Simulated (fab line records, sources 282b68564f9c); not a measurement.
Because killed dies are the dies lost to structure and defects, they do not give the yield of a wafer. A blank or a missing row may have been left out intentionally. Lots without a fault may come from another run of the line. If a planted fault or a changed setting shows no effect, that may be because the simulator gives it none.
A struck lot beside a sound one | flow rit cmos | 20 out of 202 route steps
Sound: wafers L738.1, L738.3, L738.4. The struck wafers were L728.1, L728.2, L728.5. Last of all comes the cause.
At each step with rows: each side's tool, then ch and its chambers, then its first start. Under that, the readings that differ: sound wafers | struck wafers | difference of the means | sigmas: that difference in standard deviations of wafers without a fault.
alike: readings whose means differ by less than 2 such deviations, and words and numbers that are the same on both sides. not compared: withheld readings, readings that some wafer has no value for, bounds like >300 that may hide the same value, and numbers for which the record gives no deviation and whose values overlap.
The two part at a step that has a row with sigmas, a row that says differs or no value, or rows on one side only. Numbers that don't overlap but have no deviation are shown without sigmas and don't part them. Lack of a reading on every wafer of one side parts them only where that side has two or more wafers.

RIT_CONTACT_CD_MEAS_08: the cd target is 1000 nm.
  sound on cd sem-02 at day 7 03:17; struck on cd sem-02 at day 5 00:10
  alike: cd nm
RIT_CONTACT_OVL_MEAS_09:
  sound on overlay-02 at day 7 03:25; struck on overlay-02 at day 5 00:17
  alike: CONTACT_OVL
then, 1 step without rows for these wafers: RIT_CONTACT_HARDBAKE_10 (time 60 s).
RIT_CONTACT_ETCH_11: etches SiO2 in CHF3/CF4/Ar, stops on TiSi2, target depth 480 nm, time 320 s.
  sound on rie diel-03 ch 1,2,3, day 7 03:35; struck on rie diel-02 ch 0,2, day 5 00:28
  alike: chamber pressure mTorr, drypump motor current A, oes product au, throttle valve pct
  not compared: rf hours counter h
RIT_CONTACT_STRIP_12: strips in O2, time 180 s.
  sound on plasma asher-02 ch 0,1, day 7 03:47; struck on plasma asher-04 ch 0,1, day 5 00:40
  alike: chamber pressure mTorr, drypump motor current A
  not compared: rf hours counter h
RIT_CONTACT_CD_MEAS_90: the cd target is 1000 nm.
  sound on cd sem-01 at day 7 03:58; struck on cd sem-01 at day 5 00:50
  alike: cd nm
then, 2 steps without rows for these wafers: RIT_CONTACT_CLEAN_13 (cleans in SC1, time 600 s); RIT_CONTACT_CLEAN_14 (cleans in SC2, time 600 s).
RIT_M1_SPUTTER_00: material Al, target thk 400 nm, time 500 s.
  sound on pvd sputter-04 at day 7 04:27; struck on pvd sputter-04 at day 5 01:19
  alike: throttle valve pct
RIT_M1_RS_MEAS_01: measurement is done with a four-point probe.
  sound on film metro-02 at day 7 04:44; struck on film metro-04 at day 5 01:37
  alike: M1_AL_RS
RIT_M1_THK_MEAS_02: measures by xrf.
  sound on film metro-02 at day 7 04:52; struck on film metro-04 at day 5 01:44
  alike: M1_AL_THK
then, 1 step without rows for these wafers: RIT_M1_HMDS_03 (prime time 60 s).
RIT_M1_COAT_04: resist thk 1300 nm.
  struck on litho track-02, day 5 01:56; sound on litho track-02 ch 0, day 7 05:04
  no value came back on the struck wafers for chill plate temp C (C), dispense pressure kPa (kPa); on the sound wafers chill plate temp C (C) reads 22.99 22.76 23.01
then, 4 steps without rows for these wafers: RIT_M1_SOFTBAKE_05 (time 60 s); RIT_M1_EXPOSE_06 (exposes mask M12, target cd 2600 nm); RIT_M1_PEB_07; RIT_M1_DEVELOP_08 (develop time 68 s).
RIT_M1_CD_MEAS_09: the cd target is 2600 nm.
  sound on cd sem-01 at day 7 05:53; struck on cd sem-02 at day 5 02:48
  reading    | sound                | struck | difference                    | sigmas
  cd nm (nm) | 2598.9 2598.0 2596.2 | - - -  | no value on the struck wafers |
RIT_M1_OVL_MEAS_10:
  sound on overlay-02 at day 7 06:01; struck on overlay-02 at day 5 02:55
  reading     | sound          | struck | difference                    | sigmas
  M1_OVL (nm) | -0.8 -0.8 -2.3 | - - -  | no value on the struck wafers |
RIT_M1_PROBE_99:
  rows exist in the record for the struck wafers here (prober-01, day 5 05:38), but not for the sound ones

WHERE THEY PART
First at RIT_M1_COAT_04; last, within this record, at RIT_M1_PROBE_99.

WHY: what the simulator had put in
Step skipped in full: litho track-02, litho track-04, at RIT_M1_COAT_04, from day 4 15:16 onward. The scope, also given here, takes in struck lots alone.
